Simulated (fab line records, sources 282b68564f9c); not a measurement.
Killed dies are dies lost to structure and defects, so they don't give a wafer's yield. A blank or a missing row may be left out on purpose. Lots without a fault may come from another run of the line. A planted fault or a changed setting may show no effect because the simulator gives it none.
A struck lot beside a sound one | flow rit_cmos | 17 steps out of a route of 202
Sound: wafers L942.1, L942.3, L942.4. Struck: wafers L953.2, L953.4, L953.5. The cause comes at the end.
At each step with rows: each side's tool, then ch and its chambers, then its first start. Under that, the readings that differ: sound wafers | struck wafers | difference of the means | sigmas: that difference in standard deviations of wafers without a fault.
alike: readings whose means differ by less than 2 such deviations, and words and numbers that are the same on both sides. not compared: withheld readings, readings that some wafer has no value for, bounds like >300 that may hide the same value, and numbers for which the record gives no deviation and whose values overlap.
The two part at a step that has a row with sigmas, a row that says differs or no value, or rows on one side only. Numbers that don't overlap but have no deviation are shown without sigmas and don't part them. A reading that every wafer of one side lacks parts them only if that side has two wafers or more.

RIT_SILICIDE_RTA_06: time 10 s, ramp up 5 s, ramp down 10 s.
  sound on rtp_anneal-01 ch 0, day 4 19:13; struck on rtp_anneal-02 ch 0, day 7 01:01
  alike: wafer_temp_C_max
RIT_CONTACT_CVD_00: deposits SiO2 from TEOS, target thk 400 nm, time 61 s.
  sound on pecvd-02 ch 0,1,2, day 4 19:17; struck on pecvd-04 ch 1,2, day 7 01:04
  alike: heater_power_w
RIT_CONTACT_THK_MEAS_01:
  sound on film_metro-02, day 4 19:20; struck on film_metro-04, day 7 01:07
  alike: CONTACT_TEOS_THK
then, 6 steps without rows for these wafers: RIT_CONTACT_HMDS_02 (prime time 60 s); RIT_CONTACT_COAT_03 (resist thk 1000 nm); RIT_CONTACT_SOFTBAKE_04 (time 60 s); RIT_CONTACT_EXPOSE_05 (exposes mask M11, target cd 1000 nm); RIT_CONTACT_PEB_06; RIT_CONTACT_DEVELOP_07 (develop time 120 s).
RIT_CONTACT_CD_MEAS_08: target cd 1000 nm.
  sound on cd_sem-01, day 4 20:22; struck on cd_sem-01, day 7 02:17
  alike: cd_nm
RIT_CONTACT_OVL_MEAS_09:
  sound on overlay-02, day 4 20:29; struck on overlay-02, day 7 02:23
  alike: CONTACT_OVL
then, 1 step without rows for these wafers: RIT_CONTACT_HARDBAKE_10 (time 60 s).
RIT_CONTACT_ETCH_11: etches SiO2 in CHF3/CF4/Ar, stops on TiSi2, target depth 480 nm, time 320 s.
  sound on rie_diel-03 ch 0,1,3, day 4 20:40; struck on rie_diel-03 ch 0,1, day 7 02:34
  no value came back on the struck wafers for any of 6 readings (CHF3_flow_sccm (sccm), O2_flow_sccm (sccm) and others); on the sound wafers CHF3_flow_sccm (sccm) reads 49.72 49.84 49.87
  reading                                      | sound             | struck            | difference | sigmas
  model.NOVOLAK_of_CONTACT_COAT_03.thk_nm (nm) | 769.3 767.3 770.1 | 884.6 887.4 881.5 | +115.6     |
RIT_CONTACT_STRIP_12: strips in O2, time 180 s.
  sound on plasma_asher-03 ch 0,1, day 4 20:52; struck on plasma_asher-04 ch 0,1, day 7 02:46
  alike: drypump_motor_current_A, o2_flow_sccm
  not compared: rf_hours_counter_h
RIT_CONTACT_CD_MEAS_90: target cd 1000 nm.
  sound on cd_sem-02, day 4 21:02; struck on cd_sem-02, day 7 02:58
  reading    | sound             | struck | difference                    | sigmas
  cd_nm (nm) | 998.9 998.2 998.2 | - - -  | no value on the struck wafers |
then, 1 step without rows for these wafers: RIT_CONTACT_CLEAN_13 (cleans in SC1, time 600 s).
RIT_M1_PROBE_99:
  the record has rows for the struck wafers here (prober-01, day 7 07:40) and none for the sound ones

WHERE THEY PART
First at RIT_CONTACT_ETCH_11; last, within this record, at RIT_M1_PROBE_99.

WHY: what the simulator had put in
Skipped step whole: rie_diel-03, from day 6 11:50 on, at RIT_CONTACT_ETCH_11. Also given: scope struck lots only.
